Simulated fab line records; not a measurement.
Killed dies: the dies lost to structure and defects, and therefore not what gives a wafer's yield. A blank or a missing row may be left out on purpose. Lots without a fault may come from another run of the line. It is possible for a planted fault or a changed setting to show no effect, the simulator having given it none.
One fault through the eyes of 2 desks    flow berkeley_cmos170    what lay behind the numbers comes last; until then each desk has only its own

== THE METROLOGY DESK ==
Lot by lot, what the gauges showed, no matter which tool ran the lot: averages of those sampled wafers that carry a number. A lot is out of limits, marked OUT, if its mean lies more than 4 standard deviations from the usual mean; the brackets give that distance.
Columns: A = SCREENOX_OXIDE_THK at UCB170_SCREENOX_THK_MEAS_02, usual 14.72 nm; B = GATE_POLY_THK at UCB170_GATE_THK_MEAS_05, usual 212.5 nm; C = cd_nm at UCB170_CONTACT_CD_MEAS_15, usual 700.0 nm
lot   first seen here  A      B                C
L801  day 4 22:05      14.57  217.2            699.0
L802  day 5 08:21      15.23  211.3            702.1
L805  day 6 00:05      14.89  215.3            699.4
L807  day 6 07:40      14.95  210.2            699.3
L806  day 6 07:40      14.85  213.0            700.8
L808  day 6 17:11      14.87  212.3            701.8
L811  day 7 15:32      14.27  212.1            699.8
L815  day 8 05:21      14.96  191.1 (-11) OUT  700.9
L820  day 9 10:23      14.96  212.8            699.4
L821  day 9 10:23      14.78  210.4            701.7
L822  day 9 10:26      14.15  212.9            700.8
L819  day 9 10:28      14.62  212.8            698.4
L824  day 10 02:00     14.76  215.8            698.9
This desk's finding: out of limits on L815; first on L815, day 9 04:38 (GATE_POLY_THK at UCB170_GATE_THK_MEAS_05). L801, L802, L805, L807, L806, L808, L811, L820, L821, L822, L819, L824 stayed within limits.

== DESK OF THE TOOL OWNER: lpcvd-01 ==
The tool's own readings at UCB170_GATE_CVD_04 (deposits poly-Si from SiH4, time 1440 s, target thk 214 nm): means of the sampled wafers that have a number, for each lot that ran on this tool. A lot is out of limits, marked OUT, if its mean lies more than 4 standard deviations from the usual mean; the brackets give that distance.
Columns: A = pressure_mtorr at UCB170_GATE_CVD_04, usual 374.8 mTorr
lot   first seen here  A
L805  day 6 15:33      374.8
L806  day 7 03:43      376.2
L807  day 7 03:43      374.6
L815  day 9 03:13      300.3 (-98) OUT
This desk finds L815 out of limits, L815 being first, at day 9 03:13 (pressure_mtorr at UCB170_GATE_CVD_04). L805, L806, L807 stayed within limits.

== ALL TOGETHER ==
An alarm could have come from the tool owner's desk at day 9 03:13, on L815.
L815 would have let the metrology desk raise an alarm at day 9 04:38.
All the named lots went through UCB170_GATE_CVD_04 on lpcvd-01.

== WHAT THE SIMULATOR HAD PUT IN ==
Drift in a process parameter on lpcvd-01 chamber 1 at UCB170_GATE_CVD_04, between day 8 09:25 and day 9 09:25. Setting pressure_mtorr shifted by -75 from 375. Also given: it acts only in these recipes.
Struck lots among those shown: L815.
Fault start to first reading out of limits, in hours, per desk: tool owner, 18; metrology, 19.
